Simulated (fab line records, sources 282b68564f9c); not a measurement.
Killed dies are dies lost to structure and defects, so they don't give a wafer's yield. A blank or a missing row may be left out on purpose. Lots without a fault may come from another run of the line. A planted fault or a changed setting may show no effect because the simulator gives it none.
Which tool did it? | flow rit_cmos | 11 lots, 33 wafers sampled, at 2 steps of a route of 202

WHAT THE GAUGES READ, wafer by wafer
RIT_NRETRO_TW_MEAS_10. Usual: NRETRO_TW 1044, standard deviation 12.
lot  | measured    | on            | NRETRO_TW      | flag
L562 | day 2 08:56 | film_metro-04 | 1057 1061 1061 |
L563 | day 2 13:04 | film_metro-02 | 1032 1032 1033 |
L564 | day 2 18:08 | film_metro-04 | 1062 1065 1059 |
L565 | day 2 23:25 | film_metro-01 | 1039 1044 1043 |
L566 | day 3 06:11 | film_metro-02 | 1025 1027 1029 |
L567 | day 3 12:55 | film_metro-02 | 1030 1032 1032 |
L568 | day 3 16:06 | film_metro-02 | 1043 1030 1031 |
L569 | day 3 17:57 | film_metro-01 | 471 471 471    | OFF
L570 | day 4 01:26 | film_metro-02 | 467 469 467    | OFF
L571 | day 4 06:19 | film_metro-04 | 480 481 483    | OFF
L572 | day 4 10:15 | film_metro-01 | 474 475 474    | OFF

WHICH TOOL RAN EACH LOT (tool, then ch and the chambers of the sampled wafers, then the start)
lot  | RIT_NRETRO_IMPLANT_08
L562 | implanter-04 ch 0, day 2 08:37
L563 | implanter-03 ch 0, day 2 12:45
L564 | implanter-02 ch 0, day 2 17:48
L565 | implanter-02 ch 0, day 2 23:05
L566 | implanter-04 ch 0, day 3 05:51
L567 | implanter-04 ch 0, day 3 12:35
L568 | implanter-02 ch 0, day 3 15:47
L569 | implanter-03 ch 0, day 3 17:40
L570 | implanter-02 ch 0, day 4 01:08
L571 | implanter-04 ch 0, day 4 05:59
L572 | implanter-03 ch 0, day 4 09:55
- RIT_NRETRO_IMPLANT_08

WHAT THE TOOLS THEMSELVES READ (means of the sampled wafers that have a number; where no wafer has one, the mark that the record gives instead)
RIT_NRETRO_IMPLANT_08. Usual: beam_energy_keV 70.002, standard deviation 0.022.
lot  | tool         | beam_energy_keV | flag
L562 | implanter-04 | 70.021          |
L563 | implanter-03 | 69.996          |
L564 | implanter-02 | 69.987          |
L565 | implanter-02 | 70.025          |
L566 | implanter-04 | 70.021          |
L567 | implanter-04 | 70.018          |
L568 | implanter-02 | 69.979          |
L569 | implanter-03 | 70.011          |
L570 | implanter-02 | 70.024          |
L571 | implanter-04 | 70.004          |
L572 | implanter-03 | 69.972          |

THE ANSWER, worked out from the rows above alone
Rule: a lot is off if the mean of its wafers that have a number lies more than 3 standard deviations from the usual mean. A lot without any number at a reading at which 4 lots or more have one is off too. The other lots that the step has rows for count as sound. The gauges are gone through in route order, then the tools' own readings, and for those a lot's mean is taken as printed above. The first step at which some lot is off is used, and at that step the reading that is off furthest; a lot without a number counts as furthest.
Off: L569, L570, L571, L572, at RIT_NRETRO_TW_MEAS_10 (NRETRO_TW).
A tool fits if, at a process step before that reading, it ran every lot that is off, and no sound lot after the first of them. The gauges at RIT_NRETRO_TW_MEAS_10 are tried like those tools. None of those tried fits.

WHAT THE SIMULATOR HAD PUT IN
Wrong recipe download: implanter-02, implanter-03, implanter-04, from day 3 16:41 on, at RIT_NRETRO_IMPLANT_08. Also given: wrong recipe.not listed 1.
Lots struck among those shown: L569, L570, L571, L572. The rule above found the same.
